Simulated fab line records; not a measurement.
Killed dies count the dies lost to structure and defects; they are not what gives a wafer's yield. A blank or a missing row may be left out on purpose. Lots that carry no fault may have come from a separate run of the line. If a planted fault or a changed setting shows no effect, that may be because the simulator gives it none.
Which of the tools did it? :: flow berkeley cmos170 :: 48 wafers from 16 lots sampled at 4 of the route's 331 steps

## WHAT THE GAUGES READ, wafer by wafer
UCB170_PSD_CD_MEAS_06: target cd 1200 nm.
lot: L512
measured: day 6 07:56
on: cd sem-01
cd nm (nm): 1201.4 1201.3 1200.8

lot: L513
measured: day 6 17:22
on: cd sem-02
cd nm (nm): 1199.6 1199.4 1199.6

lot: L514
measured: day 6 15:58
on: cd sem-02
cd nm (nm): 1202.1 1200.6 1201.6

lot: L515
measured: day 6 22:36
on: cd sem-01
cd nm (nm): 1201.8 1201.7 1203.3

lot: L516
measured: day 6 22:19
on: cd sem-01
cd nm (nm): 1200.8 1200.9 1199.1

lot: L517
measured: day 6 22:28
on: cd sem-02
cd nm (nm): 1199.0 1199.8 1200.1

lot: L522
measured: day 8 23:17
on: cd sem-01
cd nm (nm): 1198.5 1199.8 1199.2

lot: L523
measured: day 8 23:32
on: cd sem-02
cd nm (nm): 1199.4 1197.7 1197.8

lot: L525
measured: day 9 16:28
on: cd sem-02
cd nm (nm): 1199.7 1198.3 1199.1

lot: L526
measured: day 9 16:35
on: cd sem-01
cd nm (nm): 1201.5 1202.3 1201.7

lot: L528
measured: day 10 13:04
on: cd sem-01
cd nm (nm): 1199.8 1199.2 1197.8

lot: L530
measured: day 10 12:51
on: cd sem-01
cd nm (nm): 1201.1 1201.8 1202.0

lot: L531
measured: day 11 06:58
on: cd sem-01
cd nm (nm): 1199.4 1197.4 1197.2

lot: L532
measured: day 11 06:43
on: cd sem-01
cd nm (nm): 1201.8 1201.2 1200.8

lot: L533
measured: day 11 06:50
on: cd sem-01
cd nm (nm): 1198.2 1199.2 1198.5

lot: L535
measured: day 12 12:08
on: cd sem-01
cd nm (nm): 1200.2 1200.4 1200.8

## TOOL THAT RAN EACH LOT (tool first, then ch and the chambers of the sampled wafers, then the start)
lot: L512
UCB170_ZERO_EXPOSE_03: krf scanner-02 ch 0, day 1 17:40
UCB170_PWELL_STRIP_16: plasma asher-03 ch 0,1, day 2 20:34
UCB170_NVT_STRIP_08: plasma asher-04 ch 0,1, day 5 11:29

lot: L513
UCB170_ZERO_EXPOSE_03: krf scanner-02 ch 0, day 2 01:52
UCB170_PWELL_STRIP_16: plasma asher-02 ch 0,1, day 3 06:26
UCB170_NVT_STRIP_08: plasma asher-04 ch 0,1, day 5 17:26

lot: L514
UCB170_ZERO_EXPOSE_03: krf scanner-02 ch 0, day 2 06:16
UCB170_PWELL_STRIP_16: plasma asher-02 ch 0,1, day 3 06:55
UCB170_NVT_STRIP_08: plasma asher-01 ch 0,1, day 5 17:41

lot: L515
UCB170_ZERO_EXPOSE_03: krf scanner-02 ch 0, day 2 07:38
UCB170_PWELL_STRIP_16: plasma asher-02 ch 0, day 3 10:01
UCB170_NVT_STRIP_08: plasma asher-01 ch 0,1, day 5 21:28

lot: L516
UCB170_ZERO_EXPOSE_03: krf scanner-01 ch 0, day 2 13:47
UCB170_PWELL_STRIP_16: plasma asher-03 ch 1, day 3 17:24
UCB170_NVT_STRIP_08: plasma asher-04 ch 0,1, day 5 21:35

lot: L517
UCB170_ZERO_EXPOSE_03: krf scanner-01 ch 0, day 2 16:15
UCB170_PWELL_STRIP_16: plasma asher-02 ch 0,1, day 3 17:25
UCB170_NVT_STRIP_08: plasma asher-02 ch 0,1, day 5 21:50

lot: L522
UCB170_ZERO_EXPOSE_03: krf scanner-02 ch 0, day 3 20:13
UCB170_PWELL_STRIP_16: plasma asher-04 ch 0,1, day 5 00:20
UCB170_NVT_STRIP_08: plasma asher-01 ch 0,1, day 7 12:59

lot: L523
UCB170_ZERO_EXPOSE_03: krf scanner-02 ch 0, day 4 03:13
UCB170_PWELL_STRIP_16: plasma asher-04 ch 0,1, day 5 07:18
UCB170_NVT_STRIP_08: plasma asher-01 ch 0,1, day 7 18:26

lot: L525
UCB170_ZERO_EXPOSE_03: krf scanner-02 ch 0, day 4 13:37
UCB170_PWELL_STRIP_16: plasma asher-02 ch 0,1, day 5 17:22
UCB170_NVT_STRIP_08: plasma asher-02 ch 0,1, day 8 08:26

lot: L526
UCB170_ZERO_EXPOSE_03: krf scanner-02 ch 0, day 4 16:26
UCB170_PWELL_STRIP_16: plasma asher-02 ch 0,1, day 5 17:16
UCB170_NVT_STRIP_08: plasma asher-01 ch 0,1, day 8 08:20

lot: L528
UCB170_ZERO_EXPOSE_03: krf scanner-01 ch 0, day 5 03:57
UCB170_PWELL_STRIP_16: plasma asher-04 ch 0,1, day 6 15:44
UCB170_NVT_STRIP_08: plasma asher-01 ch 0,1, day 9 10:38

lot: L530
UCB170_ZERO_EXPOSE_03: krf scanner-01 ch 0, day 5 12:21
UCB170_PWELL_STRIP_16: plasma asher-02 ch 0,1, day 6 15:30
UCB170_NVT_STRIP_08: plasma asher-02 ch 0,1, day 9 11:04

lot: L531
UCB170_ZERO_EXPOSE_03: krf scanner-01 ch 0, day 5 17:58
UCB170_PWELL_STRIP_16: plasma asher-02 ch 0, day 6 23:01
UCB170_NVT_STRIP_08: plasma asher-01 ch 0,1, day 9 21:42

lot: L532
UCB170_ZERO_EXPOSE_03: krf scanner-01 ch 0, day 5 22:07
UCB170_PWELL_STRIP_16: plasma asher-02 ch 0,1, day 7 08:20
UCB170_NVT_STRIP_08: plasma asher-02 ch 0,1, day 9 21:46

lot: L533
UCB170_ZERO_EXPOSE_03: krf scanner-01 ch 0, day 6 04:02
UCB170_PWELL_STRIP_16: plasma asher-03 ch 0,1, day 7 14:55
UCB170_NVT_STRIP_08: plasma asher-02 ch 0,1, day 10 07:37

lot: L535
UCB170_ZERO_EXPOSE_03: krf scanner-01 ch 0, day 6 12:40
UCB170_PWELL_STRIP_16: plasma asher-02 ch 0,1, day 8 00:56
UCB170_NVT_STRIP_08: plasma asher-01 ch 0,1, day 11 03:23
- UCB170_ZERO_EXPOSE_03: exposes mask PM MARKS, target cd 4000 nm.
- UCB170_PWELL_STRIP_16: strips in O2.
- UCB170_NVT_STRIP_08: strips in O2.

## AS READ BY THE TOOLS THEMSELVES (means over the sampled wafers that have a number; for cases with no such wafer, the mark the record gives instead)
UCB170_ZERO_EXPOSE_03.
lot: L512
tool: krf scanner-02
exposure dose mJ cm2: 30.04
stage vel mm s (mm/s): 500.10

lot: L513
tool: krf scanner-02
exposure dose mJ cm2: 29.96
stage vel mm s (mm/s): 500.43

lot: L514
tool: krf scanner-02
exposure dose mJ cm2: 30.01
stage vel mm s (mm/s): 499.84

lot: L515
tool: krf scanner-02
exposure dose mJ cm2: 29.99
stage vel mm s (mm/s): 500.13

lot: L516
tool: krf scanner-01
exposure dose mJ cm2: 30.03
stage vel mm s (mm/s): 499.70

lot: L517
tool: krf scanner-01
exposure dose mJ cm2: 29.96
stage vel mm s (mm/s): 500.01

lot: L522
tool: krf scanner-02
exposure dose mJ cm2: 26.01
stage vel mm s (mm/s): 500.32

lot: L523
tool: krf scanner-02
exposure dose mJ cm2: 26.07
stage vel mm s (mm/s): 500.16

lot: L525
tool: krf scanner-02
exposure dose mJ cm2: 26.03
stage vel mm s (mm/s): 500.15

lot: L526
tool: krf scanner-02
exposure dose mJ cm2: 26.07
stage vel mm s (mm/s): 500.29

lot: L528
tool: krf scanner-01
exposure dose mJ cm2: 30.00
stage vel mm s (mm/s): 500.00

lot: L530
tool: krf scanner-01
exposure dose mJ cm2: 29.98
stage vel mm s (mm/s): 499.59

lot: L531
tool: krf scanner-01
exposure dose mJ cm2: 29.97
stage vel mm s (mm/s): 499.80

lot: L532
tool: krf scanner-01
exposure dose mJ cm2: 29.99
stage vel mm s (mm/s): 499.98

lot: L533
tool: krf scanner-01
exposure dose mJ cm2: 30.03
stage vel mm s (mm/s): 500.25

lot: L535
tool: krf scanner-01
exposure dose mJ cm2: 30.04
stage vel mm s (mm/s): 499.91

UCB170_PWELL_STRIP_16.
lot: L512
tool: plasma asher-03
drypump motor current A (A): 6.0
oes product au (a.u.): 0.727
strip time to endpoint s (s): 18.05

lot: L513
tool: plasma asher-02
drypump motor current A (A): 6.1
oes product au (a.u.): 0.721
strip time to endpoint s (s): 18.17

lot: L514
tool: plasma asher-02
drypump motor current A (A): 5.7
oes product au (a.u.): 0.718
strip time to endpoint s (s): 18.16

lot: L515
tool: plasma asher-02
drypump motor current A (A): 5.3
oes product au (a.u.): 0.716
strip time to endpoint s (s): 18.22

lot: L516
tool: plasma asher-03
drypump motor current A (A): 5.7
oes product au (a.u.): 0.716
strip time to endpoint s (s): 18.06

lot: L517
tool: plasma asher-02
drypump motor current A (A): 5.7
oes product au (a.u.): 0.712
strip time to endpoint s (s): 17.99

lot: L522
tool: plasma asher-04
drypump motor current A (A): 5.4
oes product au (a.u.): 0.722
strip time to endpoint s (s): 18.05

lot: L523
tool: plasma asher-04
drypump motor current A (A): 5.4
oes product au (a.u.): 0.717
strip time to endpoint s (s): 18.08

lot: L525
tool: plasma asher-02
drypump motor current A (A): 6.1
oes product au (a.u.): 0.722
strip time to endpoint s (s): 18.02

lot: L526
tool: plasma asher-02
drypump motor current A (A): 6.1
oes product au (a.u.): 0.718
strip time to endpoint s (s): 18.19

lot: L528
tool: plasma asher-04
drypump motor current A (A): 5.4
oes product au (a.u.): 0.716
strip time to endpoint s (s): 18.04

lot: L530
tool: plasma asher-02
drypump motor current A (A): 5.7
oes product au (a.u.): 0.724
strip time to endpoint s (s): 18.14

lot: L531
tool: plasma asher-02
drypump motor current A (A): 5.3
oes product au (a.u.): 0.723
strip time to endpoint s (s): 18.09

lot: L532
tool: plasma asher-02
drypump motor current A (A): 5.7
oes product au (a.u.): 0.724
strip time to endpoint s (s): 18.01

lot: L533
tool: plasma asher-03
drypump motor current A (A): 6.0
oes product au (a.u.): 0.721
strip time to endpoint s (s): 18.09

lot: L535
tool: plasma asher-02
drypump motor current A (A): 5.7
oes product au (a.u.): 0.722
strip time to endpoint s (s): 18.03

UCB170_NVT_STRIP_08.
lot: L512
tool: plasma asher-04
drypump motor current A (A): 5.9
oes product au (a.u.): 0.734
strip time to endpoint s (s): 21.61

lot: L513
tool: plasma asher-04
drypump motor current A (A): 5.4
oes product au (a.u.): 0.734
strip time to endpoint s (s): 21.65

lot: L514
tool: plasma asher-01
drypump motor current A (A): 5.0
oes product au (a.u.): 0.740
strip time to endpoint s (s): 21.52

lot: L515
tool: plasma asher-01
drypump motor current A (A): 5.0
oes product au (a.u.): 0.733
strip time to endpoint s (s): 21.58

lot: L516
tool: plasma asher-04
drypump motor current A (A): 5.9
oes product au (a.u.): 0.734
strip time to endpoint s (s): 21.68

lot: L517
tool: plasma asher-02
drypump motor current A (A): 6.1
oes product au (a.u.): 0.735
strip time to endpoint s (s): 21.59

lot: L522
tool: plasma asher-01
drypump motor current A (A): 5.0
oes product au (a.u.): 0.736
strip time to endpoint s (s): 21.69

lot: L523
tool: plasma asher-01
drypump motor current A (A): 5.0
oes product au (a.u.): 0.736
strip time to endpoint s (s): 21.64

lot: L525
tool: plasma asher-02
drypump motor current A (A): 5.7
oes product au (a.u.): 0.733
strip time to endpoint s (s): 21.72

lot: L526
tool: plasma asher-01
drypump motor current A (A): 5.0
oes product au (a.u.): 0.734
strip time to endpoint s (s): 21.64

lot: L528
tool: plasma asher-01
drypump motor current A (A): 5.0
oes product au (a.u.): 0.732
strip time to endpoint s (s): 21.69

lot: L530
tool: plasma asher-02
drypump motor current A (A): 5.7
oes product au (a.u.): 0.733
strip time to endpoint s (s): 21.63

lot: L531
tool: plasma asher-01
drypump motor current A (A): 5.0
oes product au (a.u.): 0.736
strip time to endpoint s (s): 21.59

lot: L532
tool: plasma asher-02
drypump motor current A (A): 6.1
oes product au (a.u.): 0.734
strip time to endpoint s (s): 21.69

lot: L533
tool: plasma asher-02
drypump motor current A (A): 6.1
oes product au (a.u.): 0.735
strip time to endpoint s (s): 21.61

lot: L535
tool: plasma asher-01
drypump motor current A (A): 5.0
oes product au (a.u.): 0.730
strip time to endpoint s (s): 21.63

## THE ANSWER, worked out from the rows above alone
Rule: the usual values come from the lots themselves. Put in order of their means at a reading, lots are off if they are a third of the lots or fewer, leave a main group of 4 or more, and stand apart from it by a gap of 3 or more times the standard deviation of the main group's means; of several such gaps the widest counts. Not used: any main group whose means are identical at the precision the tables above print for the reading. Also off: a lot with no number at a reading for which 4 or more lots have one. Any other lot the step has rows for is counted as sound. Order of review: gauges by route order, followed by the tools' own readings, for which a lot's mean as printed above is used. At the first step where some lot is off, the reading lying furthest off is the one used; lots without a number count as furthest.
Off: L522, L523, L525, L526, at UCB170_ZERO_EXPOSE_03 (exposure dose mJ cm2). The main group has a mean of 30.00 with a standard deviation of 0.029.
A tool fits if, at that step or a process step before it, it ran every lot that is off, and no sound lot after the first of them. One fits: krf scanner-02 at UCB170_ZERO_EXPOSE_03. Its last sound lot is L515 (day 2 07:38), its first lot that is off L522 (day 3 20:13): a fault that began between those two fits.
On the lots that are off, the tool's own readings at UCB170_ZERO_EXPOSE_03 differ by more than 5 times the standard deviation of the sound lots' means, which bears it out; exposure dose mJ cm2 reads 26.05 there versus 30.00 on the sound lots.

## WHAT WAS PUT IN BY THE SIMULATOR
Process parameters drifting: krf scanner-02 at UCB170_ZERO_EXPOSE_03, beginning at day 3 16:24. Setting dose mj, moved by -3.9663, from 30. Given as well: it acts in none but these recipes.
Lots struck among those shown: L522, L523, L525, L526. The rule above found the same.
